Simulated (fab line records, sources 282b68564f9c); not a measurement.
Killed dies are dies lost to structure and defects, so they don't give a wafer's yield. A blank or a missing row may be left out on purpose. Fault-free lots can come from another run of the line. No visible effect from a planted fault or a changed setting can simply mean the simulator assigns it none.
A struck lot beside a sound one | flow rit cmos | 17 steps out of a route of 202
Sound: wafers L346.2, L346.5, L346.6. Wafers struck: L352.3, L352.4, L352.5. The cause comes at the end.
For every step that has rows: the tool of each side, followed by ch and its chambers, followed by its first start. Under that, the readings that differ: sound wafers | struck wafers | difference of the means | sigmas: that difference in standard deviations of wafers without a fault.
alike: readings with means less than 2 such deviations apart, plus words and numbers identical on both sides. not compared: withheld readings, readings lacking a value on some wafer, bounds such as >300 that could conceal the same value, and numbers that have no deviation in the record and whose values overlap.
Wherever a step has rows on one side only, a row that says differs or no value, or a row with sigmas, the two part there. When numbers do not overlap yet have no deviation, they are printed without sigmas and do not part them. A reading that every wafer of one side lacks parts them only if that side has two wafers or more.

first, 4 steps without rows for these wafers: RIT_NWELL_SOFTBAKE_02 (time 60 s); RIT_NWELL_EXPOSE_03 (exposes mask M2, target cd 43900 nm); RIT_NWELL_PEB_04; RIT_NWELL_DEVELOP_05 (develop time 68 s).
RIT_NWELL_OVL_MEAS_06:
  sound on overlay-01, day 1 20:36; struck on overlay-02, day 3 04:05
  alike: NWELL_OVL
then, 2 steps without rows for these wafers: RIT_NWELL_HARDBAKE_07 (time 120 s); RIT_NWELL_IMPLANT_08.
RIT_NWELL_STRIP_09: strips in O2, time 180 s.
  sound on plasma asher-02 ch 0,1, day 1 21:02; struck on plasma asher-02 ch 0,1, day 3 04:34
  alike: drypump motor current A, o2 flow sccm, rf refl power W
  not compared: rf hours counter h
RIT_NWELL_TW_MEAS_10:
  sound on film metro-02, day 1 21:13; struck on film metro-04, day 3 04:43
  alike: NWELL_TW
then, 3 steps without rows for these wafers: RIT_PWELL_HMDS_00 (prime time 60 s); RIT_PWELL_COAT_01 (resist thk 1300 nm); RIT_PWELL_SOFTBAKE_02 (time 60 s).
RIT_PWELL_EXPOSE_03: exposes mask M3, target cd 43700 nm.
  sound on iline stepper-02 ch 0, day 1 21:45; struck on iline stepper-01 ch 0, day 3 05:22
  reading                       | sound                   | struck            | difference | sigmas
  model.PWELL.overlay x nm (nm) | -0.5634 -0.5634 -0.5634 | 359.1 359.1 359.1 | +359.7     |
  alike: mask
then, 2 steps without rows for these wafers: RIT_PWELL_PEB_04; RIT_PWELL_DEVELOP_05 (develop time 68 s).
RIT_PWELL_OVL_MEAS_06:
  sound on overlay-01, day 1 22:10; struck on overlay-01, day 3 05:58
  reading        | sound        | struck            | difference | sigmas
  PWELL_OVL (nm) | 0.5 0.0 -0.2 | 358.5 358.2 356.9 | +357.8     | +99 or more
  not compared: hold
after that, 1 step had no rows for these wafers: RIT_M1_PROBE_99.

== WHERE THEY PART ==
Only at RIT_PWELL_OVL_MEAS_06, within this record.

WHY: the cause the simulator had injected
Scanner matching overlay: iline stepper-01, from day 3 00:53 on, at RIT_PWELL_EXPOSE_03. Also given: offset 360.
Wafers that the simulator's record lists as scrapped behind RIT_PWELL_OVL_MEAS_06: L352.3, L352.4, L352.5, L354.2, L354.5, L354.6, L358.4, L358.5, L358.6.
